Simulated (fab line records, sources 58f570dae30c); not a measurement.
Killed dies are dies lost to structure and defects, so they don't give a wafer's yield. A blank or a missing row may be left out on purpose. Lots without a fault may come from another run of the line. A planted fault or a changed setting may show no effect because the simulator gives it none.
fab line records | flow berkeley_cmos170
record lots=13 wafers=39 last_day=13
route steps=331 shown CONTACT@217
lots that met no fault: from a run of the same line without faults
start_h: hours from the record's first day to the start of the lot's first wafer shown | wait_h: hours since the lot's step before | " the same as in the row above | L1.1+2: a row that stands for several wafers | - no value, or no start given | * or withheld: withheld | < > ~ a bound
route shown NAME@n: a module of which the file shows steps, and the number in the route of the first | usual: mean/standard deviation of fault-free wafers | same: alike in all rows | chamber/n: place in a boat | sites: the reading at each site | _std_site: their standard deviation | _edge_site: outer sites' mean less inner sites' | radius_mm: how far each site lies from the wafer's centre | mask NAME#n: copy n | behind: the tool/chamber that last shaped the wafer | hold: why the lot was held/for how many hours/how that ended | device: the transistor (n, p or np) that didn't switch | end of line: the same wafers' tests at the end of the route | a step without rows: its recipe alone | killed: dies lost to structure and defects at the first sort, not the wafer's yield | map: a wafer's dies, x killed, . not, _ none there
set.NAME: the setting as run; set.NAME@STEP: as run at that earlier step | model.NAME: the simulator's own value behind a step, which no gauge read
steps of the route over a sample of lots; a table a step, a row a wafer
## steps
# step UCB170_CONTACT_CVD_01
# recipe material=PSG target_thk_nm=700 temp_c=450 precursor=SiH4/O2/PH3 time_s=2820 pressure_mtorr=300 sih4_flow_sccm=60 o2_flow_sccm=90 ph3_flow_sccm=25
# usual ph3_flow_sccm=25.00/0.079
# columns lot.wafer tool chamber start_h wait_h ph3_flow_sccm
L999.1 lpcvd-01 0 191.77 0.0 24.96
L999.3 " 0 " " 24.85
L999.5 " 0 " " 24.95
L100.2 lpcvd-01 1 191.77 0.0 24.98
L100.3 " 1 " " 24.96
L100.6 " 1 " " 24.88
L101.2 lpcvd-02 1 191.94 0.0 25.00
L101.3 " 1 " " 25.10
L101.4 " 1 " " 25.05
L106.3 lpcvd-01 0 227.60 1.1 24.93
L106.5 " 0 " " 25.06
L106.6 " 0 " " 24.92
L108.1 lpcvd-01 1 235.90 0.0 25.01
L108.2 " 1 " " 24.95
L108.5 " 1 " " 24.88
L109.2 lpcvd-01 1 235.90 0.0 24.99
L109.4 " 1 " " 25.18
L109.5 " 1 " " 25.04
L113.2 lpcvd-02 0 250.41 0.0 25.00
L113.3 " 0 " " 24.94
L113.4 " 0 " " 25.14
L111.1 lpcvd-02 0 252.19 0.8 24.81
L111.4 " 0 " " 24.99
L111.6 " 0 " " 25.02
L115.2 lpcvd-02 0 260.62 0.0 25.08
L115.5 " 0 " " 25.18
L115.6 " 0 " " 25.05
L118.1 lpcvd-02 1 281.25 0.0 25.14
L118.3 " 1 " " 24.92
L118.4 " 1 " " 25.03
L120.2 lpcvd-02 0 281.25 0.0 25.06
L120.3 " 0 " " 24.93
L120.4 " 0 " " 25.01
L122.1 lpcvd-01 0 300.86 0.0 25.11
L122.4 " 0 " " 25.05
L122.6 " 0 " " 25.07
L121.1 lpcvd-02 0 300.91 0.0 25.06
L121.2 " 0 " " 25.00
L121.4 " 0 " " 24.93
# step UCB170_CONTACT_THK_MEAS_02
# recipe reads=PSG_of_CONTACT_CVD_01
# usual CONTACT_PSG_THK=697/5.3
# columns lot.wafer tool chamber start_h wait_h hold CONTACT_PSG_THK[nm]
L999.1 film_metro-02 - 193.55 0.0 - 695
L999.3 " - " " - 708
L999.5 " - " " - 696
L100.2 film_metro-01 - 193.56 0.0 - 698
L100.3 " - " " - 693
L100.6 " - " " - 697
L101.2 film_metro-04 - 193.74 0.0 - 690
L101.3 " - " " - 687
L101.4 " - " " - 688
L106.3 film_metro-02 - 229.40 0.0 - 684
L106.5 " - " " - 694
L106.6 " - " " - 691
L108.1 film_metro-02 - 238.58 0.0 await_dispo/0.2h/release 973
L108.2 " - " " await_dispo/0.2h/release 974
L108.5 " - " " await_dispo/0.2h/release 972
L108.1 film_metro-02 - 238.80 0.2 - 971
L108.2 " - " " - 975
L108.5 " - " " - 973
L109.2 film_metro-04 - 238.59 0.0 await_dispo/0.2h/release 977
L109.4 " - " " await_dispo/0.2h/release 978
L109.5 " - " " await_dispo/0.2h/release 974
L109.2 film_metro-04 - 238.89 0.3 - 976
L109.4 " - " " - 977
L109.5 " - " " - 974
L113.2 film_metro-01 - 252.20 0.0 - 702
L113.3 " - " " - 705
L113.4 " - " " - 704
L111.1 film_metro-01 - 253.98 0.0 - 694
L111.4 " - " " - 703
L111.6 " - " " - 703
L115.2 film_metro-01 - 262.42 0.0 - 699
L115.5 " - " " - 692
L115.6 " - " " - 696
L118.1 film_metro-01 - 283.04 0.0 - 707
L118.3 " - " " - 704
L118.4 " - " " - 706
L120.2 film_metro-02 - 283.05 0.0 - 693
L120.3 " - " " - 692
L120.4 " - " " - 692
L122.1 film_metro-02 - 302.64 0.0 - 700
L122.4 " - " " - 697
L122.6 " - " " - 698
L121.1 film_metro-04 - 302.69 0.0 - 693
L121.2 " - " " - 696
L121.4 " - " " - 695
## key
first_sign step=UCB170_CONTACT_THK_MEAS_02 reading=visit direction=added
effect step=UCB170_CONTACT_THK_MEAS_02 reading=CONTACT_PSG_THK direction=up sigmas=52 usual=697 struck=975
met_at UCB170_CONTACT_CVD_01
struck_lots L108,L109
struck_wafers L108.1,L108.2,L108.5,L109.2,L109.4,L109.5
scrapped_behind UCB170_CONTACT_THK_MEAS_02 L108.1,L108.2,L108.5,L109.2,L109.4,L109.5
onset_between 191.77 235.90
fault kind=process_parameter_drift tool=lpcvd-01 chamber=1 onset_h=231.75 steps=UCB170_CONTACT_CVD_01 channel=target_thk_nm offset=280 shape=step end_h=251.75 acts_in=these_recipes_only stated=700
